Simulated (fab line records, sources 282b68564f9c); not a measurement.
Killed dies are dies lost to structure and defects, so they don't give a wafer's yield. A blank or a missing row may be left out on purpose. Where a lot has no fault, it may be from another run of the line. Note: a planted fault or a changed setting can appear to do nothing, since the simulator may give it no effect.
Struck lot and sound lot, side by side / flow ritCmos / 43 out of 202 route steps
Sound: wafers L325.1, L325.4, L325.5. The struck wafers were L332.3, L332.4, L332.6. Last of all comes the cause.
For every step that has rows: the tool of each side, followed by ch and its chambers, followed by its first start. Under that, the readings that differ: sound wafers / struck wafers / difference of the means / sigmas: that difference in standard deviations of wafers without a fault.
alike: words and numbers the same on both sides, and readings whose means are apart by under 2 such deviations; not compared: readings that were withheld, readings missing a value for some wafer, numbers with overlapping values and no deviation given by the record, and bounds like >300 which may hide the same value.
The two part at a step that has a row with sigmas, a row that says differs or no value, or rows on one side only. Numbers that have no deviation but don't overlap get no sigmas and don't part them. A reading missing from all wafers of one side parts the sides only when that side holds two or more wafers.

first, 3 steps without rows for these wafers: RIT_GATE_EXPOSE_13 (exposes mask M6, target cd 150 nm); RIT_GATE_PEB_14; RIT_GATE_DEVELOP_15 (develop time 50 s).
RIT_GATE_CD_MEAS_16 targets a cd of 150 nm.
  sound: cdSem-02 at day 4 06:04; struck: cdSem-02 at day 5 14:29
  alike: cdNm
RIT_GATE_OVL_MEAS_17:
  sound: overlay-02 at day 4 06:11; struck: overlay-02 at day 5 14:35
  alike: GATE_OVL
then, 1 step without rows for these wafers: RIT_GATE_HARDBAKE_18 (time 60 s).
RIT_GATE_ETCH_19: etches poly-Si in SF6/CHF3/O2, stops on SiO2, time 165 s, target depth 312.5 nm.
  sound on rieSi-01 ch 0,1, day 4 06:23; struck on rieSi-02 ch 0,3, day 5 14:46
reading=O2_flow_sccm (sccm); sound=4.979 4.969 4.995; struck=4.998 5.013 5.028; difference=+0.032; sigmas=+2
  alike: drypumpMotorCurrentA, oesProductAu, throttleValvePct
  not compared: rfHoursCounterH
RIT_GATE_STRIP_20: strips in O2, time 180 s.
  sound on plasmaAsher-03 ch 0,1, day 4 06:29; struck on plasmaAsher-01 ch 0,1, day 5 14:55
  alike: drypumpMotorCurrentA
  not compared: rfHoursCounterH
RIT_GATE_CD_MEAS_90 targets a cd of 150 nm.
  sound: cdSem-01 at day 4 06:40; struck: cdSem-01 at day 5 15:05
  alike: cdNm
then, 3 steps without rows for these wafers: RIT_REOX_CLEAN_00 (cleans in SC1, time 600 s); RIT_REOX_CLEAN_01 (cleans in dHF, time 30 s); RIT_REOX_CLEAN_02 (cleans in SC2, time 586.1 s).
RIT_REOX_OXIDATION_03: target thk 25.2 nm, ox time 5580 s.
  sound on furnace-03 ch 0, day 4 07:09; struck on furnace-03 ch 0, day 5 17:29
  alike: oxTempC, spikeTcLoadC
RIT_REOX_THK_MEAS_04:
  sound: filmMetro-03 at day 4 09:42; struck: filmMetro-03 at day 5 20:03
  alike: REOX_OXIDE_THK
then, 6 steps without rows for these wafers: RIT_NLDD_HMDS_00 (prime time 60 s); RIT_NLDD_COAT_01 (resist thk 1000 nm); RIT_NLDD_SOFTBAKE_02 (time 60 s); RIT_NLDD_EXPOSE_03 (exposes mask M7, target cd 40700 nm); RIT_NLDD_PEB_04; RIT_NLDD_DEVELOP_05 (develop time 50 s).
RIT_NLDD_OVL_MEAS_06:
  sound: overlay-01 at day 4 10:44; struck: overlay-02 at day 5 21:05
  alike: NLDD_OVL
then, 2 steps without rows for these wafers: RIT_NLDD_HARDBAKE_07 (time 60 s); RIT_NLDD_IMPLANT_08.
RIT_NLDD_STRIP_09: strips in O2, time 180 s.
  sound on plasmaAsher-03 ch 0,1, day 4 11:04; struck on plasmaAsher-04 ch 0,1, day 5 21:28
  alike: drypumpMotorCurrentA
  not compared: rfHoursCounterH
RIT_NLDD_TW_MEAS_10:
  sound: filmMetro-04 at day 4 11:14; struck: filmMetro-02 at day 5 21:36
reading=NLDD_TW; sound=2499 2486 2487; struck=2550 2550 2532; difference=+53; sigmas=+4
then, 6 steps without rows for these wafers: RIT_PLDD_HMDS_00 (prime time 60 s); RIT_PLDD_COAT_01 (resist thk 1000 nm); RIT_PLDD_SOFTBAKE_02 (time 60 s); RIT_PLDD_EXPOSE_03 (exposes mask M8, target cd 40900 nm); RIT_PLDD_PEB_04; RIT_PLDD_DEVELOP_05 (develop time 50 s).
RIT_PLDD_OVL_MEAS_06:
  sound: overlay-01 at day 4 12:17; struck: overlay-01 at day 5 22:30
  alike: PLDD_OVL
then, 2 steps without rows for these wafers: RIT_PLDD_HARDBAKE_07 (time 60 s); RIT_PLDD_IMPLANT_08.
RIT_PLDD_STRIP_09: strips in O2, time 180 s.
  sound on plasmaAsher-04 ch 1, day 4 12:37; struck on plasmaAsher-01 ch 0,1, day 5 22:53
  alike: drypumpMotorCurrentA
  not compared: rfHoursCounterH
RIT_PLDD_TW_MEAS_10:
  sound: filmMetro-04 at day 4 12:47; struck: filmMetro-02 at day 5 23:01
reading=PLDD_TW; sound=2366 2361 2358; struck=2396 2385 2393; difference=+30; sigmas=+2
then, 4 steps without rows for these wafers: RIT_SPACER_CLEAN_00 (cleans in SC1, time 600 s); RIT_SPACER_CLEAN_01 (cleans in dHF, time 30 s); RIT_SPACER_CLEAN_02 (cleans in SC2, time 600 s); RIT_SPACER_CVD_03 (deposits Si3N4 from SiH2Cl2/NH3, target thk 250 nm, time 3300 s).
RIT_SPACER_THK_MEAS_04:
  sound: filmMetro-03 at day 4 15:29; struck: filmMetro-01 at day 6 01:23
  alike: SPACER_NITRIDE_THK
RIT_SPACER_ETCHBACK_05: etches Si3N4 in SF6/CHF3, stops on SiO2, target depth 250 nm, time 240 s.
  sound on rieDiel-01 ch 0,2, day 4 15:33; struck on rieDiel-01 ch 1,2,3, day 6 01:25
  alike: drypumpMotorCurrentA, oesProductAu, throttleValvePct
  not compared: rfHoursCounterH
RIT_M1_PROBE_99:
  sound: prober-02 at day 5 02:41; struck: prober-01 at day 6 12:31
reading=killedAtFrontEnd; sound=6 3 8; struck=176 182 179; difference=+173; sigmas=+54
reading=killedDies; sound=6 3 8; struck=176 182 179; difference=+173; sigmas=+54
reading=killedOnRim; sound=0 0 2; struck=47 48 50; difference=+48; sigmas=+34
  alike: killed_at_M0_to_M3, killedAtContacts, killedOpen, killedShort

WHERE THEY PART
At RIT_GATE_ETCH_19 first; at RIT_M1_PROBE_99 last (within this record only).

WHY: whatever the simulator had introduced
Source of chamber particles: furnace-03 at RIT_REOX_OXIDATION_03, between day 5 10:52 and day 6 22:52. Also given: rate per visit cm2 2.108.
